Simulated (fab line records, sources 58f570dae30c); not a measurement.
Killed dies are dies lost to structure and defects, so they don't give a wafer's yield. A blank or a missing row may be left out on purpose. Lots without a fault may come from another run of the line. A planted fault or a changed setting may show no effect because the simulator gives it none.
A struck lot beside a sound one | flow berkeley_cmos170 | 14 steps out of a route of 331
Sound: wafers L867.1, L867.3, L867.5. Struck: wafers L879.2, L879.4, L879.5. The cause comes at the end.
At each step with rows: each side's tool, then ch and its chambers, then its first start. Under that, the readings that differ: sound wafers | struck wafers | difference of the means | sigmas: that difference in standard deviations of wafers without a fault.
alike: readings whose means differ by less than 2 such deviations, and words and numbers that are the same on both sides. not compared: withheld readings, readings that some wafer has no value for, bounds like >300 that may hide the same value, and numbers for which the record gives no deviation and whose values overlap.
The two part at a step that has a row with sigmas, a row that says differs or no value, or rows on one side only. Numbers that don't overlap but have no deviation are shown without sigmas and don't part them. A reading that every wafer of one side lacks parts them only if that side has two wafers or more.

first, 1 step without rows for these wafers: UCB170_GATE_DEVELOP_11 (develop time 45 s).
UCB170_GATE_CD_MEAS_12: target cd 350 nm.
  sound on cd_sem-01, day 7 06:35; struck on cd_sem-02, day 9 12:16
  alike: cd_nm
UCB170_GATE_OVL_MEAS_13:
  sound on overlay-01, day 7 06:42; struck on overlay-02, day 9 12:22
  alike: GATE_OVL
UCB170_GATE_ETCH_14: etches BARC in N2/H2.
  sound on rie_diel-01 ch 0,1,2, day 7 06:44; struck on rie_diel-04 ch 0,2,3, day 9 12:24
  alike: drypump_motor_current_A, h2_flow_sccm, oes_product_au, throttle_valve_pct
UCB170_GATE_ETCH_15: etches poly-Si in HBr/Cl2, stops on SiO2, time 56.3 s, target depth 278.2 nm.
  sound on rie_si-01 ch 2,3, day 7 06:47; struck on rie_si-02 ch 1,2,3, day 9 12:26
  alike: drypump_motor_current_A, oes_product_au, throttle_valve_pct
  not compared: rf_hours_counter_h
UCB170_GATE_STRIP_16: strips in O2.
  sound on plasma_asher-01 ch 0,1, day 7 06:50; struck on plasma_asher-04 ch 0,1, day 9 12:29
  alike: drypump_motor_current_A, o2_flow_sccm, oes_product_au
  not compared: rf_hours_counter_h
UCB170_GATE_CD_MEAS_90: target cd 350 nm.
  sound on cd_sem-01, day 7 06:56; struck on cd_sem-01, day 9 12:37
  alike: cd_nm
then, 5 steps without rows for these wafers: UCB170_GATE_CLEAN_17 (cleans in SPM, time 600 s); UCB170_PLDD_HMDS_00 (prime time 60 s); UCB170_PLDD_COAT_01 (resist thk 900 nm); UCB170_PLDD_SOFTBAKE_02 (time 60 s); UCB170_PLDD_EXPOSE_03 (exposes mask PSELECT, target cd 1200 nm).
UCB170_PLDD_PEB_04:
  sound on litho_track-04 ch 0, day 7 09:34; struck on litho_track-02, day 9 14:08
  no value came back on the struck wafers for chill_plate_temp_C (C), exhaust_pa (Pa); on the sound wafers chill_plate_temp_C (C) reads 23.05 23.01 23.00
then, 1 step without rows for these wafers: UCB170_PLDD_DEVELOP_05 (develop time 46.45 s).

WHERE THEY PART
Only at UCB170_PLDD_PEB_04, within this record.

WHY: what the simulator had put in
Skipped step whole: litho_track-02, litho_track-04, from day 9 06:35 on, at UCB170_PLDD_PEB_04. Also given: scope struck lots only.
